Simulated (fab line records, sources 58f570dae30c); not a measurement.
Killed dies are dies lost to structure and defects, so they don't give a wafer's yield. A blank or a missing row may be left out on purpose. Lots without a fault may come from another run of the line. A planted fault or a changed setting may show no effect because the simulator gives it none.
A struck lot beside a sound one | flow berkeley_cmos170 | 15 steps out of a route of 331
Sound: wafers L953.1, L953.3, L953.5. Struck: wafers L956.3, L956.5, L956.6. The cause comes at the end.
At each step with rows: each side's tool, then ch and its chambers, then its first start. Under that, the readings that differ: sound wafers | struck wafers | difference of the means | sigmas: that difference in standard deviations of wafers without a fault.
alike: readings whose means differ by less than 2 such deviations, and words and numbers that are the same on both sides. not compared: withheld readings, readings that some wafer has no value for, bounds like >300 that may hide the same value, and numbers for which the record gives no deviation and whose values overlap.
The two part at a step that has a row with sigmas, a row that says differs or no value, or rows on one side only. Numbers that don't overlap but have no deviation are shown without sigmas and don't part them. A reading that every wafer of one side lacks parts them only if that side has two wafers or more.

UCB170_V1_CMP_02: polishes SiO2.
  sound on cmp-01 ch 1,2,3, day 6 19:16; struck on cmp-01 ch 0,1,2, day 7 19:56
  alike: motor_current_A
UCB170_V1_BOW_MEAS_03:
  sound on film_metro-01, day 6 19:31; struck on film_metro-04, day 7 20:11
  alike: V1_BOW
UCB170_V1_THK_MEAS_04:
  sound on film_metro-01, day 6 19:38; struck on film_metro-04, day 7 20:17
  alike: V1_POLISHED_THK
then, 7 steps without rows for these wafers: UCB170_V1_CLEAN_05 (cleans in DIW); UCB170_V1_HMDS_06 (prime time 60 s); UCB170_V1_COAT_07 (resist thk 900 nm); UCB170_V1_SOFTBAKE_08 (time 60 s); UCB170_V1_EXPOSE_09 (exposes mask VIA1, target cd 700 nm); UCB170_V1_PEB_10; UCB170_V1_DEVELOP_11 (develop time 45 s).
UCB170_V1_CD_MEAS_12: target cd 700 nm.
  sound on cd_sem-01, day 6 21:16; struck on cd_sem-01, day 7 22:10
  alike: cd_nm
UCB170_V1_OVL_MEAS_13:
  sound on overlay-02, day 6 21:23; struck on overlay-01, day 7 22:15
  alike: V1_OVL
UCB170_V1_ETCH_14: etches SiO2 in CHF3/CF4/Ar, stops on Al, target depth 1250 nm, time 291 s.
  sound on rie_diel-01 ch 0,1,3, day 6 21:26; struck on rie_diel-01 ch 0,2,3, day 7 22:17
  no value came back on the struck wafers for any of 5 readings (CHF3_flow_sccm (sccm), cf4_flow_sccm (sccm) and others); on the sound wafers CHF3_flow_sccm (sccm) reads 45.00 45.06 44.97
  reading                             | sound             | struck            | difference | sigmas
  model.KrF_of_V1_COAT_07.thk_nm (nm) | 617.5 607.3 611.3 | 887.2 886.8 890.7 | +276.2     |
  not compared: rf_hours_counter_h
UCB170_V1_STRIP_15: strips in O2.
  sound on plasma_asher-03 ch 0,1, day 6 21:36; struck on plasma_asher-03 ch 0,1, day 7 22:29
  reading                      | sound             | struck            | difference | sigmas
  strip_time_to_endpoint_s (s) | 15.49 15.25 15.34 | 21.66 21.65 21.74 | +6.32      | +63
  alike: drypump_motor_current_A, oes_product_au
  not compared: rf_hours_counter_h
UCB170_V1_CD_MEAS_90: target cd 700 nm.
  sound on cd_sem-01, day 6 21:42; struck on cd_sem-02, day 7 22:35
  reading    | sound             | struck | difference                    | sigmas
  cd_nm (nm) | 701.4 700.6 699.4 | - - -  | no value on the struck wafers |

WHERE THEY PART
First at UCB170_V1_ETCH_14; last, within this record, at UCB170_V1_CD_MEAS_90.

WHY: what the simulator had put in
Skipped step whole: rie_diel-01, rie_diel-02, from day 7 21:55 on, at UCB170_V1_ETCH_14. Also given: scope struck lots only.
